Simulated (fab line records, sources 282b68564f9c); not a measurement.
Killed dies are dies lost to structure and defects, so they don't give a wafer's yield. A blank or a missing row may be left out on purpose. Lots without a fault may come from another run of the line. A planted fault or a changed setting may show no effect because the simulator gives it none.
fab line records | flow rit_cmos
record lots=7 wafers=21 last_day=8
route steps=202 shown ACTIVE@8 FOX1@20 M1@202
lots that met no fault: from a run of the same line without faults
start_h: hours from the record's first day to the start of the lot's first wafer shown | wait_h: hours since the lot's step before | " the same as in the row above | L1.1+2: a row that stands for several wafers | - no value, or no start given | * or withheld: withheld | < > ~ a bound
route shown NAME@n: a module of which the file shows steps, and the number in the route of the first | usual: mean/standard deviation of fault-free wafers | same: alike in all rows | chamber/n: place in a boat | sites: the reading at each site | _std_site: their standard deviation | _edge_site: outer sites' mean less inner sites' | radius_mm: how far each site lies from the wafer's centre | mask NAME#n: copy n | behind: the tool/chamber that last shaped the wafer | hold: why the lot was held/for how many hours/how that ended | device: the transistor (n, p or np) that didn't switch | end of line: the same wafers' tests at the end of the route | a step without rows: its recipe alone | killed: dies lost to structure and defects at the first sort, not the wafer's yield | map: a wafer's dies, x killed, . not, _ none there
set.NAME: the setting as run; set.NAME@STEP: as run at that earlier step | model.NAME: the simulator's own value behind a step, which no gauge read
lots at some steps of the route; a table a step, a row a wafer
services: from which hour (start_h, from the record's first day; less than 0 if before it) a tool's chamber was out of use, for how many hours, and why
## steps
# step RIT_ACTIVE_SOFTBAKE_07
# recipe resist=NOVOLAK temp_c=90 time_s=60
# step RIT_ACTIVE_EXPOSE_08
# recipe mask_id=M1 na=0.6 source_shape=conventional sigma_outer=0.6 target_cd_nm=1400 dose_mj=225
# step RIT_ACTIVE_PEB_09
# recipe resist=NOVOLAK temp_c=withheld time_s=withheld
# step RIT_ACTIVE_DEVELOP_10
# recipe resist=NOVOLAK develop_time_s=50 dev_temp_c=23
# step RIT_ACTIVE_CD_MEAS_11
# recipe target_cd_nm=1400
# usual cd_nm=1400.3/2.2
# columns lot.wafer tool chamber start_h wait_h cd_nm
L207.1 cd_sem-01 - 16.24 - 1400.1
L207.3 " - " " 1398.8
L207.4 " - " " 1400.7
L214.4 cd_sem-01 - 50.71 - 1399.8
L214.5 " - " " 1401.3
L214.6 " - " " 1400.6
L221.1 cd_sem-02 - 86.12 - 1401.5
L221.2 " - " " 1397.8
L221.5 " - " " 1400.9
L222.1 cd_sem-02 - 91.05 - 1404.9
L222.4 " - " " 1404.9
L222.5 " - " " 1402.0
L225.1 cd_sem-01 - 109.05 - 1400.4
L225.3 " - " " 1398.2
L225.4 " - " " 1401.6
L226.1 cd_sem-01 - 113.13 - 1399.8
L226.3 " - " " 1398.2
L226.4 " - " " 1400.1
L229.1 cd_sem-01 - 129.98 - 1395.6
L229.4 " - " " 1396.3
L229.6 " - " " 1395.3
# step RIT_ACTIVE_HARDBAKE_12
# recipe resist=NOVOLAK temp_c=140 time_s=60
# step RIT_ACTIVE_ETCH_13
# recipe stop_on=SiO2 chemistry=SF6 target=Si3N4 time_s=210 over_etch_frac=0.4 SF6_flow_sccm=200 pressure_mtorr=260 rf_w=125 target_depth_a=2100
# usual drypump_motor_current_A=5.7/0.3 oes_product_au=0.818/0.012 throttle_valve_pct=7.48/0.11
# columns lot.wafer tool chamber start_h wait_h drypump_motor_current_A oes_product_au rf_hours_counter_h throttle_valve_pct
L207.1 rie_diel-04 0 16.51 0.1 6.1 0.812 33 7.56
L207.3 " 1 " " 5.2 0.806 49 7.50
L207.4 " 1 " " 5.2 0.816 - 7.50
L214.4 rie_diel-02 2 50.92 0.1 6.1 0.816 129 7.34
L214.5 " 1 " " 5.6 0.824 - 7.30
L214.6 " 2 " " 6.1 0.821 - 7.31
L221.1 rie_diel-04 2 86.41 0.1 5.2 0.817 134 7.48
L221.2 " 1 " " 5.2 0.799 51 7.52
L221.5 " 2 " " 5.2 0.810 - 7.48
L222.1 rie_diel-02 2 91.51 0.1 6.1 0.810 130 7.34
L222.4 " 0 " " 5.7 0.835 2 7.46
L222.5 " 0 " " 5.7 0.839 - 7.46
L225.1 rie_diel-04 0 109.32 0.1 6.1 0.793 35 7.56
L225.3 " 2 " " 5.2 0.818 134 7.47
L225.4 " 3 " " 5.5 0.798 96 7.49
L226.1 rie_diel-02 2 113.40 0.1 6.1 0.817 130 7.32
L226.3 " 1 " " 5.6 0.822 28 7.29
L226.4 " 0 " " 5.7 0.835 3 7.47
L229.1 rie_diel-02 2 130.25 0.1 6.1 0.823 131 7.33
L229.4 " 1 " " 5.6 0.831 28 7.28
L229.6 " 1 " " 5.6 0.829 - 7.31
# step RIT_ACTIVE_STRIP_14
# recipe chemistry=O2 time_s=180 resist=NOVOLAK platen_temp_c=withheld power_w=500 pressure_mtorr=4145 o2_flow_sccm=4000
# usual drypump_motor_current_A=5.8/0.54
# columns lot.wafer tool chamber start_h wait_h drypump_motor_current_A rf_hours_counter_h
L207.1 plasma_asher-02 1 16.64 0.1 6.1 34
L207.3 " 1 " " 6.2 -
L207.4 " 0 " " 6.1 -
L214.4 plasma_asher-04 1 51.11 0.1 6.1 -
L214.5 " 1 " " 6.2 -
L214.6 " 0 " " 5.1 -
L221.1 plasma_asher-04 0 86.55 0.1 5.1 46
L221.2 " 1 " " 6.2 46
L221.5 " 1 " " 6.2 -
L222.1 plasma_asher-02 0 91.64 0.1 6.1 42
L222.4 " 0 " " 6.1 -
L222.5 " 1 " " 6.1 -
L225.1 plasma_asher-04 0 109.45 0.1 5.1 49
L225.3 " 0 " " 5.1 -
L225.4 " 1 " " 6.1 -
L226.1 plasma_asher-04 1 113.53 0.1 6.2 50
L226.3 " 1 " " 6.2 -
L226.4 " 0 " " 5.1 -
L229.1 plasma_asher-02 1 130.38 0.1 6.2 1
L229.4 " 0 " " 6.1 -
L229.6 " 0 " " 6.1 -
# step RIT_ACTIVE_CD_MEAS_90
# recipe target_cd_nm=1400
# usual cd_nm=1400.3/2.2
# columns lot.wafer tool chamber start_h wait_h cd_nm
L207.1 cd_sem-02 - 16.82 0.1 1399.7
L207.3 " - " " 1398.6
L207.4 " - " " 1400.8
L214.4 cd_sem-01 - 51.28 0.1 1399.6
L214.5 " - " " 1401.7
L214.6 " - " " 1400.8
L221.1 cd_sem-02 - 86.72 0.1 1401.1
L221.2 " - " " 1397.9
L221.5 " - " " 1400.2
L222.1 cd_sem-02 - 91.82 0.1 1405.0
L222.4 " - " " 1404.8
L222.5 " - " " 1402.2
L225.1 cd_sem-02 - 109.63 0.1 1400.2
L225.3 " - " " 1398.0
L225.4 " - " " 1401.6
L226.1 cd_sem-02 - 113.71 0.1 1400.0
L226.3 " - " " 1398.4
L226.4 " - " " 1399.8
L229.1 cd_sem-02 - 130.56 0.1 1396.1
L229.4 " - " " 1396.7
L229.6 " - " " 1395.5
# step RIT_ACTIVE_CLEAN_15
# recipe chemistry=SC1 mix=3:3:50 time_s=600 temp_c=75
# step RIT_ACTIVE_CLEAN_16
# recipe chemistry=dHF dilution=50:1 time_s=30
# step RIT_ACTIVE_CLEAN_17
# recipe chemistry=SC2 mix=3:3:50 time_s=600 temp_c=75 dry=n2_spin
# step RIT_FOX1_OXIDATION_00
# recipe temp_c=1100 ambient=H2O target_thk_a=3507 p_h2o_torr=720 ox_time_s=1130
# usual spike_tc_centre_C=1103.1/1.3 spike_tc_source_C=1126.6/1.7
# columns lot.wafer tool chamber start_h wait_h spike_tc_centre_C spike_tc_source_C model.SiO2_of_FOX1_OXIDATION_00.thk_nm
L207.1 furnace-01 0 17.82 0.5 1104.3 1125.4 339
L207.3 " 0 " " 1104.4 1126.7 342.3
L207.4 " 0 " " 1101.6 1124.3 341.9
L214.4 furnace-04 0 55.83 4.1 1102.6 1124.7 354
L214.5 " 0 " " 1102.9 1125.9 353.2
L214.6 " 0 " " 1102.7 1125.8 352.4
L221.1 furnace-04 0 88.98 1.8 1103.9 1125.3 431
L221.2 " 0 " " 1104.4 1124.8 432.5
L221.5 " 0 " " 1104.2 1125.7 432.9
L222.1 furnace-04 0 93.55 1.2 1103.7 1125.5 442.1
L222.4 " 0 " " 1105.0 1127.5 446.2
L222.5 " 0 " " 1104.2 1125.7 444.3
L225.1 furnace-04 0 110.98 0.9 1103.1 1127.3 447.8
L225.3 " 0 " " 1104.4 1125.6 447.1
L225.4 " 0 " " 1104.1 1126.6 438.3
L226.1 furnace-03 0 115.77 1.6 1102.6 1128.9 351.4
L226.3 " 0 " " 1103.1 1128.7 342.7
L226.4 " 0 " " 1104.2 1130.4 346.6
L229.1 furnace-03 0 134.61 3.6 1103.1 1130.3 347.1
L229.4 " 0 " " 1103.8 1130.1 355.7
L229.6 " 0 " " 1102.1 1128.5 345.2
# step RIT_FOX1_THK_MEAS_01
# recipe reads=SiO2_of_FOX1_OXIDATION_00
# usual FOX1_OXIDE_THK=351/7.7
# columns lot.wafer tool chamber start_h wait_h FOX1_OXIDE_THK[nm]
L207.1 film_metro-02 - 19.14 0.0 339
L207.3 " - " " 342
L207.4 " - " " 342
L214.4 film_metro-02 - 57.17 0.0 354
L214.5 " - " " 353
L214.6 " - " " 353
L221.1 film_metro-03 - 90.29 0.0 431
L221.2 " - " " 432
L221.5 " - " " 433
L222.1 film_metro-02 - 94.86 0.0 442
L222.4 " - " " 446
L222.5 " - " " 444
L225.1 film_metro-02 - 112.30 0.0 447
L225.3 " - " " 447
L225.4 " - " " 438
L226.1 film_metro-02 - 117.09 0.0 351
L226.3 " - " " 343
L226.4 " - " " 347
L229.1 film_metro-04 - 135.92 0.0 347
L229.4 " - " " 356
L229.6 " - " " 345
# step RIT_FOX1_WET_ETCH_02
# recipe chemistry=BOE target_depth_nm=350 time_s=390 temp_c=21.5 dry=n2_spin dilution=10:1 target=SiO2
# step RIT_M1_PROBE_99
# usual killed_at_front_end=7/3.1 killed_dies=7/3.1 killed_open=3.6/2.2 killed_short=3.4/2.1
# same gross_dies=264 killed_at_M0_to_M3=0 killed_at_M4_up=0 killed_at_back_side=0 killed_at_contacts=0 killed_at_other=0
# columns lot.wafer tool chamber start_h wait_h killed_at_front_end killed_dies killed_open killed_short
L207.1 prober-01 - 63.85 0.1 12 12 6 4
L207.3 prober-01 - 63.95 0.2 10 10 1 9
L207.4 prober-01 - 64.00 0.2 13 13 8 5
L214.4 prober-02 - 109.64 0.2 4 4 0 4
L214.5 prober-02 - 109.69 0.2 9 9 7 2
L214.6 prober-02 - 109.74 0.2 9 9 5 4
L221.1 prober-01 - 144.60 0.1 5 5 2 3
L221.2 prober-01 - 144.65 0.1 7 7 2 5
L221.5 prober-01 - 144.80 0.2 13 13 9 4
L222.1 prober-02 - 150.32 0.1 4 4 3 1
L222.4 prober-02 - 150.47 0.2 6 6 5 1
L222.5 prober-02 - 150.52 0.2 6 6 2 4
L225.1 prober-01 - 163.74 0.1 12 12 5 7
L225.3 prober-01 - 163.84 0.2 7 7 2 5
L225.4 prober-01 - 163.89 0.2 3 3 1 2
# killed by level:class
L207.1 GATE:geometric_particle:open=4 FOX2:geometric_particle:short=2 GATE:geometric_particle:short=2 NRETRO:coat_microbubble_printed=2 REOX:geometric_particle:open=1 SPACER:geometric_particle:open=1
L207.3 GATE:geometric_particle:short=7 FOX1:geometric_particle:short=1 GATE:geometric_particle:open=1 REOX:geometric_particle:short=1
L207.4 FOX1:geometric_particle:open=5 REOX:geometric_particle:short=4 GATE:geometric_particle:open=2 ACTIVE:geometric_particle:open=1 FOX1:geometric_particle:short=1
L214.4 SILICIDE:geometric_particle:short=2 GATE:geometric_particle:short=1 REOX:geometric_particle:short=1
L214.5 REOX:geometric_particle:open=3 FOX2:geometric_particle:open=2 FOX2:geometric_particle:short=1 GATE:geometric_particle:open=1 REOX:geometric_particle:short=1 SILICIDE:geometric_particle:open=1
L214.6 REOX:geometric_particle:short=3 REOX:geometric_particle:open=3 GATE:geometric_particle:open=2 SILICIDE:geometric_particle:short=1
L221.1 FOX1:geometric_particle:short=2 FOX2:geometric_particle:open=1 FOX2:geometric_particle:short=1 GATE:geometric_particle:open=1
L221.2 GATE:geometric_particle:short=2 FOX1:geometric_particle:short=1 REOX:geometric_particle:open=1 SPACER:geometric_particle:short=1 SILICIDE:geometric_particle:open=1 SILICIDE:geometric_particle:short=1
L221.5 GATE:geometric_particle:open=5 SPACER:geometric_particle:open=3 FOX1:geometric_particle:short=1 GATE:geometric_particle:short=1 REOX:geometric_particle:short=1 SPACER:geometric_particle:short=1 SILICIDE:geometric_particle:open=1
L222.1 FOX1:geometric_particle:open=2 GATE:geometric_particle:short=1 GATE:geometric_particle:open=1
L222.4 GATE:geometric_particle:open=3 FOX1:geometric_particle:open=1 REOX:geometric_particle:open=1 SILICIDE:geometric_particle:short=1
L222.5 FOX1:geometric_particle:short=3 FOX1:geometric_particle:open=1 FOX2:geometric_particle:short=1 SPACER:geometric_particle:open=1
L225.1 FOX2:geometric_particle:open=3 SILICIDE:geometric_particle:short=3 FOX1:geometric_particle:short=1 FOX2:geometric_particle:short=1 GATE:geometric_particle:short=1 GATE:geometric_particle:open=1 REOX:geometric_particle:open=1 SPACER:geometric_particle:short=1
L225.3 GATE:geometric_particle:short=3 FOX1:geometric_particle:short=1 FOX1:geometric_particle:open=1 SILICIDE:geometric_particle:short=1 SILICIDE:geometric_particle:open=1
L225.4 GATE:geometric_particle:open=1 GATE:geometric_particle:short=1 SILICIDE:geometric_particle:short=1
## services
# columns tool chamber start_h hours kind
rie_diel-04 2 -3.17 4.2 repair
rie_diel-04 2 5.59 25.7 repair
furnace-01 - 5.79 4.1 pm
rie_diel-04 0 21.92 3.9 repair
plasma_asher-02 - 34.74 1.7 repair
rie_diel-04 3 60.48 3.4 repair
plasma_asher-02 - 68.80 1.6 repair
furnace-04 - 97.41 6.8 pm
plasma_asher-02 - 108.75 9.0 pm
plasma_asher-02 0 108.75 9.0 vent_cycle
plasma_asher-02 1 108.75 9.0 vent_cycle
plasma_asher-02 0 117.75 - clean
plasma_asher-02 1 117.75 - clean
rie_diel-02 - 128.13 0.2 repair
## key
first_sign step=RIT_FOX1_THK_MEAS_01 reading=FOX1_OXIDE_THK direction=up sigmas=12 usual=351 struck=440
effect none on later readings
model_effect step=RIT_FOX1_OXIDATION_00 value=SiO2_of_FOX1_OXIDATION_00.thk_nm without=353.6 struck=440.3
met_at RIT_FOX1_OXIDATION_00
struck_wafers L221.1,L221.2,L221.5,L222.1,L222.4,L222.5,L225.1,L225.3,L225.4
tester_left_out L221,L222,L225
onset_between 55.83 88.98
fault kind=process_parameter_drift tool=furnace-04 chamber=- onset_h=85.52 steps=RIT_FOX1_OXIDATION_00 channel=ox_time_s offset=* shape=step end_h=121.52 acts_in=* stated=*
# tester_left_out: of these lots the tester's yield and bins aren't shown, on N5 and GAA mostly nor the transistor test; their killed dies are dies lost to structure and defects alone, not to doping, threshold or leakage, so they don't give the yield
